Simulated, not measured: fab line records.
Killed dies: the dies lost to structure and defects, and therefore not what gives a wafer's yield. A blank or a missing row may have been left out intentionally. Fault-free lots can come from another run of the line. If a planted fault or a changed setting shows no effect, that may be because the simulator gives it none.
fab line records ; flow rit-cmos
record: lots: 6; wafers: 18; last-day: 8
route steps=202 shown FOX2@25 NWELL@28 PWELL@39 WELLDRIVE@50 NRETRO@53 PRETRO@64
lots untouched by any fault: they come from a run of this same line in which no faults occurred
start-h: hours from the record's first day to the start of the lot's first wafer shown ; wait-h: hours elapsed since this lot's preceding step ; " as in the row above ; L1.1+2: a single row standing in for several wafers ; - no value, or no start was given ; * or withheld: withheld ; < > ~ a bound
route shown NAME@n: names a module that has steps shown in the file, with the first one's number in the route ; usual: mean/standard deviation of fault-free wafers ; same: alike in all rows ; chamber/n: place in a boat ; sites: per-site readings ; _std_site: standard deviation of those values ; _edge_site: the outer-site mean with the inner-site mean subtracted ; radius-mm: for every site, how far away it sits from the centre of the wafer ; mask NAME#n: copy n ; behind: tool/chamber where the wafer was last shaped ; hold: why the lot was held/for how many hours/how that ended ; device: names the non-switching transistor (n, p or np) ; end of line: tests of these same wafers at the route's end ; a step with no rows: only its recipe ; killed: the dies lost at the first sort to structure and to defects; this is not the yield of the wafer ; map: per-die view of a wafer (x killed, . not killed, _ where there is no die)
set.NAME: the run value of the setting; set.NAME@STEP: its run value at that earlier step ; model.NAME: the simulator's own value behind a step, which no gauge read
lots seen at some steps along the route; tables by step, rows by wafer
services: the hour from which a tool's chamber was out of use, counted from the record's first day as start-h (under 0 if before that day), plus the number of hours and why
== steps ==
step: RIT_FOX2_CLEAN_02
recipe: chemistry: dHF; dilution: 50:1; time-s: 180
step: RIT_FOX2_WET_ETCH_03
recipe: chemistry: H3PO4; target: Si3N4; target-depth-nm: 195; temp-c: 165; time-s: 2652
step: RIT_FOX2_THK_MEAS_90
recipe: reads: SiO2_of_FOX2_OXIDATION_00
usual: FIELD_OXIDE_LEFT_1_THK: 325/7.5
lot.wafer;tool;chamber;start-h;wait-h;FIELD_OXIDE_LEFT_1_THK[nm]
L323.1;film-metro-03;-;35.51;0.0;341
L323.4;film-metro-03;-;35.51;0.0;344
L323.5;film-metro-03;-;35.51;0.0;342
L328.3;film-metro-03;-;55.99;0.0;337
L328.4;film-metro-03;-;55.99;0.0;337
L328.6;film-metro-03;-;55.99;0.0;333
L333.1;film-metro-03;-;82.85;0.0;327
L333.2;film-metro-03;-;82.85;0.0;310
L333.5;film-metro-03;-;82.85;0.0;312
L334.4;film-metro-03;-;84.80;0.0;317
L334.5;film-metro-03;-;84.80;0.0;318
L334.6;film-metro-03;-;84.80;0.0;317
L342.2;film-metro-03;-;135.04;0.0;333
L342.4;film-metro-03;-;135.04;0.0;332
L342.5;film-metro-03;-;135.04;0.0;335
L344.3;film-metro-04;-;144.07;0.0;318
L344.4;film-metro-04;-;144.07;0.0;316
L344.6;film-metro-04;-;144.07;0.0;319
step: RIT_NWELL_HMDS_00
recipe: prime-time-s: 60; prime-temp-c: 140
step: RIT_NWELL_COAT_01
recipe: resist: NOVOLAK; spin-rpm: 2000; resist-thk-nm: 1300
step: RIT_NWELL_SOFTBAKE_02
recipe: resist: NOVOLAK; temp-c: 90; time-s: 60
step: RIT_NWELL_EXPOSE_03
recipe: mask-id: M2; na: 0.57; target-cd-nm: 43900; dose-mj: 250
step: RIT_NWELL_PEB_04
recipe: resist: NOVOLAK; temp-c: withheld; time-s: withheld
step: RIT_NWELL_DEVELOP_05
recipe: resist: NOVOLAK; develop-time-s: 68; dev-temp-c: 23
step: RIT_NWELL_OVL_MEAS_06
usual: NWELL_OVL: 1.2/1.3
lot.wafer;tool;chamber;start-h;wait-h;NWELL_OVL[nm]
L323.1;overlay-01;-;36.65;-;-0.2
L323.4;overlay-01;-;36.65;-;1.6
L323.5;overlay-01;-;36.65;-;-0.3
L328.3;overlay-02;-;56.93;-;1.5
L328.4;overlay-02;-;56.93;-;1.2
L328.6;overlay-02;-;56.93;-;2.4
L333.1;overlay-01;-;83.99;-;1.3
L333.2;overlay-01;-;83.99;-;1.1
L333.5;overlay-01;-;83.99;-;0.1
L334.4;overlay-01;-;86.15;-;-1.9
L334.5;overlay-01;-;86.15;-;-1.2
L334.6;overlay-01;-;86.15;-;-1.1
L342.2;overlay-01;-;135.98;-;2.2
L342.4;overlay-01;-;135.98;-;1.8
L342.5;overlay-01;-;135.98;-;2.4
L344.3;overlay-01;-;145.00;-;1.7
L344.4;overlay-01;-;145.00;-;-0.1
L344.6;overlay-01;-;145.00;-;0.1
step: RIT_NWELL_HARDBAKE_07
recipe: resist: NOVOLAK; temp-c: 140; time-s: 120
step: RIT_NWELL_IMPLANT_08
recipe: species: P; energy-kev: 170; dose-cm2: 5e+13; tilt-deg: 7.293
step: RIT_NWELL_STRIP_09
recipe: chemistry: O2; time-s: 180; resist: NOVOLAK; platen-temp-c: withheld; power-w: 500; pressure-mtorr: 4000; o2-flow-sccm: 4000
usual: chamber-pressure-mTorr: 4000/3.7; drypump-motor-current-A: 5.8/0.48
lot.wafer;tool;chamber;start-h;wait-h;chamber-pressure-mTorr;drypump-motor-current-A;rf-hours-counter-h;model.NOVOLAK_of_NWELL_COAT_01.thk-nm
L323.1;plasma-asher-02;0;37.08;0.1;3999;5.1;40;0
L323.4;plasma-asher-02;1;37.08;0.1;4003;6.6;-;0
L323.5;plasma-asher-02;0;37.08;0.1;4003;5.1;-;0
L328.3;plasma-asher-03;1;57.41;0.1;3996;5.5;-;0
L328.4;plasma-asher-03;0;57.41;0.1;3992;6.2;-;0
L328.6;plasma-asher-03;0;57.41;0.1;3998;6.2;-;0
L333.1;plasma-asher-03;0;84.42;0.1;-;-;-;1143
L333.2;plasma-asher-03;1;84.42;0.1;-;-;-;1138
L333.5;plasma-asher-03;0;84.42;0.1;-;-;-;1142
L334.4;plasma-asher-04;0;86.63;0.1;-;-;-;1135
L334.5;plasma-asher-04;1;86.63;0.1;-;-;-;1135
L334.6;plasma-asher-04;0;86.63;0.1;-;-;-;1136
L342.2;plasma-asher-02;1;136.41;0.1;4002;6.6;1;0
L342.4;plasma-asher-02;0;136.41;0.1;3998;5.1;-;0
L342.5;plasma-asher-02;0;136.41;0.1;4007;5.1;-;0
L344.3;plasma-asher-02;0;145.48;0.1;4000;5.1;-;0
L344.4;plasma-asher-02;1;145.48;0.1;3999;6.6;-;0
L344.6;plasma-asher-02;1;145.48;0.1;3997;6.6;-;0
step: RIT_NWELL_TW_MEAS_10
usual: NWELL_TW: 2121/16
lot.wafer;tool;chamber;start-h;wait-h;NWELL_TW
L323.1;film-metro-04;-;37.26;0.1;2126
L323.4;film-metro-04;-;37.26;0.1;2133
L323.5;film-metro-04;-;37.26;0.1;2127
L328.3;film-metro-03;-;57.55;0.1;2110
L328.4;film-metro-03;-;57.55;0.1;2107
L328.6;film-metro-03;-;57.55;0.1;2102
L333.1;film-metro-04;-;84.60;0.1;2134
L333.2;film-metro-04;-;84.60;0.1;2136
L333.5;film-metro-04;-;84.60;0.1;2130
L334.4;film-metro-01;-;86.78;0.1;2115
L334.5;film-metro-01;-;86.78;0.1;2111
L334.6;film-metro-01;-;86.78;0.1;2107
L342.2;film-metro-01;-;136.59;0.1;2129
L342.4;film-metro-01;-;136.59;0.1;2132
L342.5;film-metro-01;-;136.59;0.1;2122
L344.3;film-metro-03;-;145.62;0.1;2108
L344.4;film-metro-03;-;145.62;0.1;2105
L344.6;film-metro-03;-;145.62;0.1;2105
step: RIT_PWELL_HMDS_00
recipe: prime-time-s: 60; prime-temp-c: 140
step: RIT_PWELL_COAT_01
recipe: resist: NOVOLAK; spin-rpm: 2000; resist-thk-nm: 1300
step: RIT_PWELL_SOFTBAKE_02
recipe: resist: NOVOLAK; temp-c: 90; time-s: 60
step: RIT_PWELL_EXPOSE_03
recipe: mask-id: M3; na: 0.57; target-cd-nm: 43700; dose-mj: 250
step: RIT_PWELL_PEB_04
recipe: resist: NOVOLAK; temp-c: withheld; time-s: withheld
step: RIT_PWELL_DEVELOP_05
recipe: resist: NOVOLAK; develop-time-s: 70.14; dev-temp-c: 23
step: RIT_PWELL_OVL_MEAS_06
usual: PWELL_OVL: -0.3/1.5
lot.wafer;tool;chamber;start-h;wait-h;PWELL_OVL[nm]
L323.1;overlay-02;-;38.32;-;-1.1
L323.4;overlay-02;-;38.32;-;1.1
L323.5;overlay-02;-;38.32;-;-1.4
L328.3;overlay-02;-;58.60;-;-0.1
L328.4;overlay-02;-;58.60;-;-0.3
L328.6;overlay-02;-;58.60;-;-0.5
L333.1;overlay-02;-;85.54;-;0.5
L333.2;overlay-02;-;85.54;-;0.2
L333.5;overlay-02;-;85.54;-;0.4
L334.4;overlay-01;-;87.70;-;-2.0
L334.5;overlay-01;-;87.70;-;-0.9
L334.6;overlay-01;-;87.70;-;-2.1
L342.2;overlay-01;-;137.65;-;0.5
L342.4;overlay-01;-;137.65;-;0.6
L342.5;overlay-01;-;137.65;-;-0.7
L344.3;overlay-01;-;146.67;-;-1.5
L344.4;overlay-01;-;146.67;-;-2.0
L344.6;overlay-01;-;146.67;-;-1.3
step: RIT_PWELL_HARDBAKE_07
recipe: resist: NOVOLAK; temp-c: 140; time-s: 120
step: RIT_PWELL_IMPLANT_08
recipe: species: B; energy-kev: 170; dose-cm2: 7e+13; tilt-deg: 7
step: RIT_PWELL_STRIP_09
recipe: chemistry: O2; time-s: 180; resist: NOVOLAK; platen-temp-c: withheld; power-w: 500; pressure-mtorr: 4000; o2-flow-sccm: 4000
usual: chamber-pressure-mTorr: 4000/3.5; drypump-motor-current-A: 5.7/0.56
lot.wafer;tool;chamber;start-h;wait-h;chamber-pressure-mTorr;drypump-motor-current-A;rf-hours-counter-h
L323.1;plasma-asher-04;0;38.82;0.1;4001;5.9;39
L323.4;plasma-asher-04;0;38.82;0.1;3994;5.8;-
L323.5;plasma-asher-04;0;38.82;0.1;3999;5.9;-
L328.3;plasma-asher-04;1;59.09;0.1;4004;5.6;-
L328.4;plasma-asher-04;0;59.09;0.1;4001;5.9;-
L328.6;plasma-asher-04;1;59.09;0.1;4001;5.6;-
L333.1;plasma-asher-02;0;85.97;0.1;4005;5.1;46
L333.2;plasma-asher-02;1;85.97;0.1;3998;6.6;46
L333.5;plasma-asher-02;1;85.97;0.1;4000;6.5;-
L334.4;plasma-asher-04;0;88.18;0.1;4000;5.8;-
L334.5;plasma-asher-04;1;88.18;0.1;3999;5.6;-
L334.6;plasma-asher-04;0;88.18;0.1;3998;5.9;-
L342.2;plasma-asher-01;1;138.08;0.1;4000;5.8;35
L342.4;plasma-asher-01;0;138.08;0.1;3994;5.1;-
L342.5;plasma-asher-01;1;138.08;0.1;4011;5.7;-
L344.3;plasma-asher-02;1;147.24;0.1;3993;6.6;-
L344.4;plasma-asher-02;0;147.24;0.1;3991;5.1;-
L344.6;plasma-asher-02;1;147.24;0.1;3994;6.6;-
step: RIT_PWELL_TW_MEAS_10
usual: PWELL_TW: 941/6.6
lot.wafer;tool;chamber;start-h;wait-h;PWELL_TW
L323.1;film-metro-04;-;39.00;0.1;942
L323.4;film-metro-04;-;39.00;0.1;939
L323.5;film-metro-04;-;39.00;0.1;946
L328.3;film-metro-04;-;59.22;0.1;947
L328.4;film-metro-04;-;59.22;0.1;949
L328.6;film-metro-04;-;59.22;0.1;940
L333.1;film-metro-03;-;86.15;0.1;30
L333.2;film-metro-03;-;86.15;0.1;29
L333.5;film-metro-03;-;86.15;0.1;30
L334.4;film-metro-04;-;88.33;0.1;30
L334.5;film-metro-04;-;88.33;0.1;30
L334.6;film-metro-04;-;88.33;0.1;30
L342.2;film-metro-04;-;138.27;0.1;953
L342.4;film-metro-04;-;138.27;0.1;947
L342.5;film-metro-04;-;138.27;0.1;953
L344.3;film-metro-04;-;147.37;0.1;952
L344.4;film-metro-04;-;147.37;0.1;954
L344.6;film-metro-04;-;147.37;0.1;950
step: RIT_WELLDRIVE_ANNEAL_00
recipe: temp-c: 1100; time-s: 14700; ambient: N2
step: RIT_WELLDRIVE_RS_MEAS_01
recipe: thk-meas-gauge: four-point-probe
usual: NWELL_RS: 275.5/0.66
lot.wafer;tool;chamber;start-h;wait-h;NWELL_RS[ohm/sq]
L323.1;film-metro-03;-;44.64;0.0;276.0
L323.4;film-metro-03;-;44.64;0.0;275.2
L323.5;film-metro-03;-;44.64;0.0;275.9
L328.3;film-metro-03;-;65.30;0.0;275.8
L328.4;film-metro-03;-;65.30;0.0;276.5
L328.6;film-metro-03;-;65.30;0.0;276.3
L333.1;film-metro-03;-;92.86;0.0;275.2
L333.2;film-metro-03;-;92.86;0.0;274.9
L333.5;film-metro-03;-;92.86;0.0;275.4
L334.4;film-metro-01;-;93.50;0.1;276.1
L334.5;film-metro-01;-;93.50;0.1;276.5
L334.6;film-metro-01;-;93.50;0.1;276.9
L342.2;film-metro-04;-;144.89;0.0;276.1
L342.4;film-metro-04;-;144.89;0.0;275.9
L342.5;film-metro-04;-;144.89;0.0;275.3
L344.3;film-metro-01;-;152.54;0.0;277.4
L344.4;film-metro-01;-;152.54;0.0;276.5
L344.6;film-metro-01;-;152.54;0.0;276.9
step: RIT_WELLDRIVE_RS_MEAS_02
recipe: thk-meas-gauge: four-point-probe
usual: PWELL_RS: 429.8/1.2
lot.wafer;tool;chamber;start-h;wait-h;PWELL_RS[ohm/sq]
L323.1;film-metro-03;-;44.76;0.1;433.1
L323.4;film-metro-03;-;44.76;0.1;430.7
L323.5;film-metro-03;-;44.76;0.1;433.5
L328.3;film-metro-03;-;65.42;0.1;431.2
L328.4;film-metro-03;-;65.42;0.1;432.1
L328.6;film-metro-03;-;65.42;0.1;431.4
L333.1;film-metro-03;-;92.98;0.1;428.8
L333.2;film-metro-03;-;92.98;0.1;428.6
L333.5;film-metro-03;-;92.98;0.1;428.3
L334.4;film-metro-01;-;93.62;0.1;428.1
L334.5;film-metro-01;-;93.62;0.1;428.3
L334.6;film-metro-01;-;93.62;0.1;429.4
L342.2;film-metro-04;-;145.01;0.1;430.0
L342.4;film-metro-04;-;145.01;0.1;432.3
L342.5;film-metro-04;-;145.01;0.1;430.4
L344.3;film-metro-01;-;152.66;0.1;429.9
L344.4;film-metro-01;-;152.66;0.1;429.1
L344.6;film-metro-01;-;152.66;0.1;428.8
step: RIT_NRETRO_HMDS_00
recipe: prime-time-s: 60; prime-temp-c: 140
step: RIT_NRETRO_COAT_01
recipe: resist: NOVOLAK; spin-rpm: 2000; resist-thk-nm: 1300
step: RIT_NRETRO_SOFTBAKE_02
recipe: resist: NOVOLAK; temp-c: 90; time-s: 60
step: RIT_NRETRO_EXPOSE_03
recipe: mask-id: M4; na: 0.57; target-cd-nm: 43900; dose-mj: 250
step: RIT_NRETRO_PEB_04
recipe: resist: NOVOLAK; temp-c: withheld; time-s: withheld
step: RIT_NRETRO_DEVELOP_05
recipe: resist: NOVOLAK; develop-time-s: 68; dev-temp-c: 23
step: RIT_NRETRO_OVL_MEAS_06
usual: NRETRO_OVL: 0.7/1.3
lot.wafer;tool;chamber;start-h;wait-h;NRETRO_OVL[nm]
L323.1;overlay-01;-;45.80;-;-0.3
L323.4;overlay-01;-;45.80;-;1.2
L323.5;overlay-01;-;45.80;-;1.5
L328.3;overlay-02;-;66.52;-;0.6
L328.4;overlay-02;-;66.52;-;0.8
L328.6;overlay-02;-;66.52;-;0.4
L333.1;overlay-01;-;93.98;-;-0.8
L333.2;overlay-01;-;93.98;-;0.7
L333.5;overlay-01;-;93.98;-;1.9
L334.4;overlay-01;-;94.61;-;-1.1
L334.5;overlay-01;-;94.61;-;0.7
L334.6;overlay-01;-;94.61;-;-2.3
L342.2;overlay-01;-;147.86;-;2.4
L342.4;overlay-01;-;147.86;-;1.6
L342.5;overlay-01;-;147.86;-;3.2
L344.3;overlay-02;-;153.63;-;-0.6
L344.4;overlay-02;-;153.63;-;-1.7
L344.6;overlay-02;-;153.63;-;0.6
step: RIT_NRETRO_HARDBAKE_07
recipe: resist: NOVOLAK; temp-c: 140; time-s: 120
step: RIT_NRETRO_IMPLANT_08
recipe: species: P; energy-kev: 68.87; dose-cm2: 1e+13; tilt-deg: 7
step: RIT_NRETRO_STRIP_09
recipe: chemistry: O2; time-s: 180; resist: NOVOLAK; platen-temp-c: withheld; power-w: 500; pressure-mtorr: 4000; o2-flow-sccm: 4000
usual: chamber-pressure-mTorr: 3999/3.8; drypump-motor-current-A: 5.7/0.56
lot.wafer;tool;chamber;start-h;wait-h;chamber-pressure-mTorr;drypump-motor-current-A;rf-hours-counter-h
L323.1;plasma-asher-01;1;46.39;0.1;3994;5.8;26
L323.4;plasma-asher-01;0;46.39;0.1;3999;5.1;-
L323.5;plasma-asher-01;1;46.39;0.1;4000;5.7;-
L328.3;plasma-asher-01;0;67.00;0.1;3997;5.1;-
L328.4;plasma-asher-01;1;67.00;0.1;3999;5.7;-
L328.6;plasma-asher-01;1;67.00;0.1;4003;5.7;-
L333.1;plasma-asher-01;0;94.42;0.1;3998;5.1;31
L333.2;plasma-asher-01;1;94.42;0.1;3997;5.7;31
L333.5;plasma-asher-01;1;94.42;0.1;3997;5.7;-
L334.4;plasma-asher-01;1;95.09;0.1;4006;5.7;-
L334.5;plasma-asher-01;1;95.09;0.1;3995;5.7;-
L334.6;plasma-asher-01;0;95.09;0.1;3997;5.1;-
L342.2;plasma-asher-02;0;148.29;0.1;3999;5.1;2
L342.4;plasma-asher-02;0;148.29;0.1;4005;5.1;-
L342.5;plasma-asher-02;0;148.29;0.1;4002;5.1;-
L344.3;plasma-asher-03;1;154.11;0.1;4002;5.4;-
L344.4;plasma-asher-03;0;154.11;0.1;3999;6.3;-
L344.6;plasma-asher-03;1;154.11;0.1;4002;5.4;-
step: RIT_NRETRO_TW_MEAS_10
usual: NRETRO_TW: 1044/8.8
lot.wafer;tool;chamber;start-h;wait-h;NRETRO_TW
L323.1;film-metro-02;-;46.56;0.1;1058
L323.4;film-metro-02;-;46.56;0.1;1057
L323.5;film-metro-02;-;46.56;0.1;1058
L328.3;film-metro-02;-;67.14;0.1;1052
L328.4;film-metro-02;-;67.14;0.1;1048
L328.6;film-metro-02;-;67.14;0.1;1056
L333.1;film-metro-04;-;94.59;0.1;30
L333.2;film-metro-04;-;94.59;0.1;30
L333.5;film-metro-04;-;94.59;0.1;30
L334.4;film-metro-02;-;95.23;0.1;30
L334.5;film-metro-02;-;95.23;0.1;30
L334.6;film-metro-02;-;95.23;0.1;30
L342.2;film-metro-04;-;148.48;0.1;1039
L342.4;film-metro-04;-;148.48;0.1;1043
L342.5;film-metro-04;-;148.48;0.1;1044
L344.3;film-metro-01;-;154.25;0.1;1035
L344.4;film-metro-01;-;154.25;0.1;1035
L344.6;film-metro-01;-;154.25;0.1;1038
step: RIT_PRETRO_HMDS_00
recipe: prime-time-s: 60; prime-temp-c: 140
step: RIT_PRETRO_COAT_01
recipe: resist: NOVOLAK; spin-rpm: 2000; resist-thk-nm: 1300
step: RIT_PRETRO_SOFTBAKE_02
recipe: resist: NOVOLAK; temp-c: 90; time-s: 60
step: RIT_PRETRO_TW_MEAS_10
usual: PRETRO_TW: 470/5.2
lot.wafer;tool;chamber;start-h;wait-h;PRETRO_TW
L323.1;film-metro-03;-;48.24;0.1;465
L323.4;film-metro-03;-;48.24;0.1;465
L323.5;film-metro-03;-;48.24;0.1;466
L328.3;film-metro-03;-;68.69;0.1;467
L328.4;film-metro-03;-;68.69;0.1;466
L328.6;film-metro-03;-;68.69;0.1;467
L333.1;film-metro-01;-;96.14;0.1;30
L333.2;film-metro-01;-;96.14;0.1;30
L333.5;film-metro-01;-;96.14;0.1;30
L334.4;film-metro-01;-;96.78;0.1;30
L334.5;film-metro-01;-;96.78;0.1;30
L334.6;film-metro-01;-;96.78;0.1;30
L342.2;film-metro-01;-;150.48;0.1;468
L342.4;film-metro-01;-;150.48;0.1;470
L342.5;film-metro-01;-;150.48;0.1;471
L344.3;film-metro-01;-;155.80;0.1;468
L344.4;film-metro-01;-;155.80;0.1;469
L344.6;film-metro-01;-;155.80;0.1;470
== services ==
tool;chamber;start-h;hours;kind
plasma-asher-02;-;108.75;9.0;pm
plasma-asher-02;0;108.75;11.4;vent-cycle
plasma-asher-02;1;108.75;11.4;vent-cycle
plasma-asher-02;-;116.00;4.1;repair
plasma-asher-02;0;117.75;-;clean
plasma-asher-02;1;117.75;-;clean
plasma-asher-01;-;132.24;3.4;repair
plasma-asher-02;-;149.27;3.2;repair
== key ==
first-sign: step: RIT_NWELL_STRIP_09; reading: tool-record; direction: missing
effect: step: RIT_PWELL_TW_MEAS_10; reading: PWELL_TW; direction: down; sigmas: 99+; usual: 941; struck: 30
effect: step: RIT_NRETRO_TW_MEAS_10; reading: NRETRO_TW; direction: down; sigmas: 99+; usual: 1044; struck: 30
effect: step: RIT_PRETRO_TW_MEAS_10; reading: PRETRO_TW; direction: down; sigmas: 84; usual: 470; struck: 30
model-effect: step: RIT_NWELL_STRIP_09; value: NOVOLAK_of_NWELL_COAT_01.thk-nm; without: 0; struck: 1138
met-at RIT_NWELL_STRIP_09
struck-wafers L333.1,L333.2,L333.5,L334.4,L334.5,L334.6
sort-left-out L333.1,L333.2,L333.5,L334.4,L334.5,L334.6
tester-left-out L333,L334
onset-between 57.41 84.42
fault: kind: skipped-step-whole; tool: plasma-asher-03,plasma-asher-04; chamber: -; onset-h: 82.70; steps: RIT_NWELL_STRIP_09; scope: struck-lots-only
tester-left-out: of these lots the tester's yield and bins aren't shown, on N5 and GAA mostly nor the transistor test; their killed dies are dies lost to structure and defects alone, not to doping, threshold or leakage, so they don't give the yield
sort-left-out: the simulated sort isn't trusted on such a fault, so these wafers' sort isn't shown, and their yield isn't known
